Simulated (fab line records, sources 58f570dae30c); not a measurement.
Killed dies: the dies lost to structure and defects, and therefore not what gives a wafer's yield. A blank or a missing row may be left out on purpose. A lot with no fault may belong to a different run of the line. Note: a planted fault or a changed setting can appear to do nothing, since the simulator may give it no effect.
Problem report, 8D (eight disciplines) form, completed by code    flow berkeley_cmos170    the parts of the form that need people (team, actions taken, sign-off) are left out

## 1. THE ISSUE
NLDD_TW at UCB170_NLDD_TW_MEAS_11 reads a mean of 2136 on 6 wafers of 2 lots; wafers without a fault read 2228 with a standard deviation of 15. That puts it -6.1 standard deviations away from the usual mean.
Earliest sighting: wafer L858.1 on film_metro-02 at day 10 02:47. The record has a number at this step for 42 wafers belonging to 14 lots. By rule, "out" or "out of limits" means more than 4 standard deviations away from the usual mean. The rest of the wafers with a number are treated as sound.

## 2. WHAT IT IS, AND WHAT IT ISN'T
question                     is                            is not
which readings at this step  NLDD_TW                       -
which lots                   L858, L861                    L841, L843, L844, L845, L847, L848, L849, L850, L851, L854, L855, L862
which wafers of those lots   all that have a number        -
read on which gauges         film_metro-02, film_metro-04  film_metro-03
when                         from day 10 02:47             up to then (33 sound wafers); but 3 sound wafers of L862 came after

## 3. SUSPECTS, AND WHAT RULES EACH OUT
Counting: any tool at a process step up to the reading is kept as a suspect provided that every lot that is out went through it and no sound lot did after the first of them.
- the gauge at UCB170_NLDD_TW_MEAS_11: ruled out. 2 gauges (film_metro-02, film_metro-04) read the wafers that are out.
- plasma_asher-04 at UCB170_NVT_STRIP_08 (strips in O2): kept. Every lot that is out went through it, starting with L858 (day 9 06:03), and after that it ran no sound lot; the last sound lot it ran before then is L851 (day 7 18:53).
- implanter-04 at UCB170_NLDD_IMPLANT_08: kept. Every lot that is out went through it, starting with L858 (day 10 02:23), and after that it ran no sound lot; the last sound lot it ran before then is L855 (day 9 08:49). Out on those wafers are its own readings of dose_ions_cm2, faraday_current_uA.
The count leaves implanter-04 at UCB170_NLDD_IMPLANT_08 and plasma_asher-04 at UCB170_NVT_STRIP_08.

## 4. THE CAUSE (what the simulator had put in)
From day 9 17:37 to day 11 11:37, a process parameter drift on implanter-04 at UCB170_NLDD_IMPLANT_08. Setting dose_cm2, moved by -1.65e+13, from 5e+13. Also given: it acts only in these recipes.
After counting, 2 suspects remain, this tool included.

## 5. THE CHAIN OF EFFECTS, in route order
Each row: a reading where the mean over the struck wafers with a number is more than 3 standard deviations away from the usual. Only readings for which the record gives a usual standard deviation are gone through. hours: the time from each lot's start at the first step in this table that gives one to its start at this step, as a median over the lots. sigmas: the change in usual standard deviations.
hours  step                        reading             usual         on struck wafers  change  sigmas
0      UCB170_NLDD_IMPLANT_08      dose_ions_cm2       5e+13         3e+13             -2e+13  -99 or more
0      UCB170_NLDD_IMPLANT_08      faraday_current_uA  159           107               -52     -17
0      UCB170_NLDD_TW_MEAS_11      NLDD_TW             2228          2136              -92     -6.1
10     UCB170_SDANNEAL_RS_MEAS_05  NLDD_RS             615.4 ohm/sq  695.5             +80.1   +57
Here are the process steps it includes:
- UCB170_NLDD_IMPLANT_08
At these later measuring or inspecting steps, every struck wafer for which the step has a row has a number for every such reading, and none has moved that far: UCB170_SPACER_THK_MEAS_01, UCB170_PSD_TW_MEAS_10.

## 6. HOW IT WOULD HAVE BEEN CAUGHT EARLIER
Counted from the fault's start at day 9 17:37, it took 9 hours until the first out-of-limits reading at a measuring or inspecting step in this record, taken at day 10 02:47.
Tool's own readings at UCB170_NLDD_IMPLANT_08, dose_ions_cm2, faraday_current_uA: out on all struck wafers the step has rows for; an alarm limit on them would have tripped on the first.
L861, from the lots that are out (2), started UCB170_NLDD_IMPLANT_08 on implanter-04 later than day 10 02:47. Had the tool been put on hold then, it would have been spared.
